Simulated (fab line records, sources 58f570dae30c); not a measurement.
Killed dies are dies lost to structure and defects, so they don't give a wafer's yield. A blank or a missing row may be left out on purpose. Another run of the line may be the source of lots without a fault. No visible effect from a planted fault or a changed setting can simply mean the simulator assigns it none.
Chamber matching | flow berkeleyCmos170 | UCB170_ZERO_ETCH_06 on rieDiel-04: 4 sister chambers
The step etches SiO2 in CHF3/CF4/Ar, time 12 s. 16 wafers are shown with their chamber, then 8 later ones without.

WAFERS WITH THEIR CHAMBER
wafer  | chamber | drypumpMotorCurrentA (A) | throttleValvePct (%) | oesProductAu (a.u.)
L395.1 | 3       | 5.8                      | 9.15                 | 0.622
L395.2 | 2       | 5.1                      | 9.27                 | 0.622
L395.6 | 0       | 5.7                      | 9.20                 | 0.615
L397.1 | 2       | 5.0                      | 9.26                 | 0.616
L397.3 | 3       | 5.8                      | 9.14                 | 0.628
L397.6 | 0       | 5.7                      | 9.20                 | 0.621
L399.3 | 1       | 6.1                      | 9.48                 | 0.623
L399.5 | 3       | 5.8                      | 9.15                 | 0.622
L399.6 | 0       | 5.7                      | 9.21                 | 0.621
L401.2 | 2       | 5.0                      | 9.26                 | 0.618
L401.4 | 3       | 5.8                      | 9.16                 | 0.623
L401.5 | 1       | 6.1                      | 9.49                 | 0.619
L402.2 | 0       | 5.7                      | 9.20                 | 0.619
L402.3 | 3       | 5.8                      | 9.16                 | 0.625
L402.5 | 2       | 5.1                      | 9.27                 | 0.614
L405.3 | 0       | 5.7                      | 9.19                 | 0.618

SIGNATURES, as means of the wafers listed above
reading              | chamber 0 | chamber 1 | chamber 2 | chamber 3 | scatter within a chamber
drypumpMotorCurrentA | 5.700     | 6.100     | 5.050     | 5.800     | 0.0289
throttleValvePct     | 9.2000    | 9.4850    | 9.2650    | 9.1520    | 0.00725
oesProductAu         | 0.61880   | 0.62100   | 0.61750   | 0.62400   | 0.0028
Rule: a wafer lies at a distance from a chamber equal to the root of the sum of squares, over the readings, of (its reading less the chamber's mean, divided by the reading's scatter). If the next closest chamber is less than 2 further off than the closest, the wafer can't be placed; otherwise it belongs to the closest. The scatter: take each reading less its chamber's mean, square it, sum over the shown wafers, divide by the number of wafers less the number of chambers, and take the root.

WAFERS WITH NO CHAMBER GIVEN
wafer  | drypumpMotorCurrentA (A) | throttleValvePct (%) | oesProductAu (a.u.)
L405.5 | 5.0                      | 9.26                 | 0.613
L405.6 | 5.8                      | 9.16                 | 0.623
L407.1 | 5.7                      | 9.19                 | 0.617
L407.4 | 5.1                      | 9.26                 | 0.628
L407.5 | 6.1                      | 9.49                 | 0.618
L415.3 | 5.7                      | 9.19                 | 0.617
L415.5 | 6.1                      | 9.47                 | 0.617
L415.6 | 5.7                      | 9.18                 | 0.623

CHAMBER TAKEN BY EACH
wafer  | from the rows above | in truth
L405.5 | 2                   | 2
L405.6 | 3                   | 3
L407.1 | 0                   | 0
L407.4 | 2                   | 2
L407.5 | 1                   | 1
L415.3 | 0                   | 0
L415.5 | 1                   | 1
L415.6 | 0                   | 0
Correct placement for 8 of the 8. From these rows, 0 cannot be placed. 0 placed wrongly.
